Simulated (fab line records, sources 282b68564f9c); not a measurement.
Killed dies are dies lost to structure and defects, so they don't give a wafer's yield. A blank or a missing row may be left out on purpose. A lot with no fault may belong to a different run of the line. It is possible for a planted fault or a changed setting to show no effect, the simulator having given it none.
Shared-tool check -- flow rit cmos -- 14 lots and 42 wafers in the sample

WHY THIS WAS OPENED
At RIT_CONTACT_THK_MEAS_01 the reading CONTACT_TEOS_THK is flagged on 2 of 14 lots. Fault-free wafers read 399 nm, with a standard deviation of 5.2.
Rule: a lot gets a flag if all its wafers with a number sit over 4 standard deviations from that mean, or if no wafer of it has a number. The other lots count as sound.

lot,measured,on,"CONTACT_TEOS_THK (nm), wafer by wafer",flag
L221,day 3 15:28,film metro-03,397 394 394,
L223,day 3 19:40,film metro-03,393 396 398,
L222,day 3 21:41,film metro-04,396 395 389,
L224,day 4 02:30,film metro-03,406 394 404,
L225,day 4 07:03,film metro-04,395 388 391,
L226,day 4 12:16,film metro-03,392 396 395,
L231,day 5 09:25,film metro-03,561 556 572,FLAGGED
L230,day 5 11:39,film metro-02,393 403 400,
L233,day 5 20:18,film metro-04,560 566 562,FLAGGED
L237,day 6 14:32,film metro-04,398 407 402,
L238,day 6 16:28,film metro-02,399 399 400,
L240,day 7 06:56,film metro-04,396 399 405,
L241,day 7 10:57,film metro-04,402 401 401,
L243,day 7 22:16,film metro-04,390 400 405,
On average the flagged lots' numbers are 563 nm, which is +164 nm against the usual, or +32 standard deviations.

TOOL THAT RAN EACH LOT
The record holds 1 process step before the reading, out of a route of 202 steps. Each cell gives the tool, then ch followed by the chambers the sampled wafers passed through, then the start.
lot,flag,RIT_CONTACT_CVD_00
L221,,"pecvd-04 ch 0,2, day 3 15:25"
L223,,"pecvd-03 ch 0,1, day 3 19:35"
L222,,"pecvd-02 ch 0,1,2, day 3 21:38"
L224,,"pecvd-04 ch 0,1,2, day 4 02:27"
L225,,"pecvd-03 ch 0,1, day 4 06:59"
L226,,"pecvd-02 ch 0,1,2, day 4 12:12"
L231,FLAGGED,"pecvd-04 ch 0,1,2, day 5 09:22"
L230,,"pecvd-03 ch 0,1,2, day 5 11:36"
L233,FLAGGED,"pecvd-04 ch 1,2, day 5 20:14"
L237,,"pecvd-03 ch 0,1,2, day 6 14:29"
L238,,"pecvd-02 ch 0,1,2, day 6 16:25"
L240,,"pecvd-03 ch 1,2, day 7 06:53"
L241,,"pecvd-02 ch 0,1, day 7 10:53"
L243,,"pecvd-03 ch 0,2, day 7 22:13"
What is done by these steps:
- RIT_CONTACT_CVD_00: deposits SiO2 from TEOS, target thk 400 nm, time 61 s.
- RIT_CONTACT_THK_MEAS_01

FLAGGED OVER TOTAL, TOOL BY TOOL (the gauges that took the reading come last)
step,tool,lots run,flagged,share of the flagged lots,sound lots run after its first flagged lot
RIT_CONTACT_CVD_00,pecvd-02,4,0,none,-
RIT_CONTACT_CVD_00,pecvd-03,6,0,none,-
RIT_CONTACT_CVD_00,pecvd-04,4,2,all,0
RIT_CONTACT_THK_MEAS_01,film metro-02,2,0,none,-
RIT_CONTACT_THK_MEAS_01,film metro-03,5,1,some,0
RIT_CONTACT_THK_MEAS_01,film metro-04,7,1,some,"4 (L237,L240,L241,L243)"

THE TABLE: WHAT IT ALLOWS
1 row of the table ran every flagged lot: pecvd-04 at RIT_CONTACT_CVD_00.
- pecvd-04 at RIT_CONTACT_CVD_00: 2 of its 4 lots flagged. Last sound lot L224 at day 4 02:27, first flagged lot L231 at day 5 09:22; a fault beginning in between fits.
What remains is a single tool, pecvd-04 at RIT_CONTACT_CVD_00.

WHAT THE SIMULATOR HAD PUT IN
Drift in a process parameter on pecvd-04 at RIT_CONTACT_CVD_00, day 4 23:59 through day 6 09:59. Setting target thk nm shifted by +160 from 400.
Shown lots that were struck: L231, L233. The same result came from the rule above.
